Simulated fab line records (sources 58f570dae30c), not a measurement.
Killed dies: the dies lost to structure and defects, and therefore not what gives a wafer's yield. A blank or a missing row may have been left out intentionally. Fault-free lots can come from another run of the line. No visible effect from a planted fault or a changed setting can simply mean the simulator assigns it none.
One fault through the eyes of 2 desks :: flow berkeley_cmos170 :: every desk sees just its own numbers, and what lay behind them comes last

== FOR THE TOOL OWNER'S DESK: lpcvd-01 ==
The tool's own readings at UCB170_PWELL_CVD_05 (deposits Si3N4 from SiH2Cl2/NH3, target thk 220 nm, time 3300 s): means of the sampled wafers that have a number, for each lot that ran on this tool. If a lot's mean is further than 4 standard deviations from the usual mean, the lot is out of limits and carries the mark OUT (the distance appears in the brackets).
Columns: A = spike_tc_centre_C at UCB170_PWELL_CVD_05, usual 802.9 C; B = spike_tc_load_C at UCB170_PWELL_CVD_05, usual 823 C; C = zone_power_load_pct at UCB170_PWELL_CVD_05, usual 21.0 %
lot: L894
first seen here: day 2 21:37
A: 802.4
B: 820
C: 18.8

lot: L903
first seen here: day 4 19:54
A: 802.2
B: 824
C: 21.2

lot: L904
first seen here: day 5 02:46
A: 802.1
B: 824
C: 21.0
This desk's finding: nothing out of limits on any of the 3 lots.

== AT THE METROLOGY DESK ==
Lot by lot, what the gauges showed, no matter which tool ran the lot: averages of those sampled wafers that carry a number. If a lot's mean is further than 4 standard deviations from the usual mean, the lot is out of limits and carries the mark OUT (the distance appears in the brackets).
Columns: A = cd_nm at UCB170_M1_CD_MEAS_09, usual 700.0 nm
lot: L894
first seen here: day 7 00:54
A: 699.7

lot: L896
first seen here: day 7 15:21
A: 698.1

lot: L898
first seen here: day 7 19:19
A: 700.7

lot: L901
first seen here: day 8 02:20
A: 698.4

lot: L903
first seen here: day 8 17:35
A: 700.3

lot: L905
first seen here: day 9 04:23
A: 699.6

lot: L904
first seen here: day 9 07:50
A: 699.3

lot: L914
first seen here: day 10 19:44
A: 700.4

lot: L913
first seen here: day 10 20:02
A: 701.9

lot: L911
first seen here: day 10 20:46
A: 699.5

lot: L912
first seen here: day 10 21:07
A: 699.1

lot: L915
first seen here: day 11 03:16
A: 699.8

lot: L916
first seen here: day 11 03:32
A: 699.6
This desk's finding: nothing out of limits on any of the 13 lots.

== BROUGHT TOGETHER ==
The tool owner's desk saw nothing out of limits.
Nothing out of limits was seen by the metrology desk.

== WHAT THE SIMULATOR PUT IN ==
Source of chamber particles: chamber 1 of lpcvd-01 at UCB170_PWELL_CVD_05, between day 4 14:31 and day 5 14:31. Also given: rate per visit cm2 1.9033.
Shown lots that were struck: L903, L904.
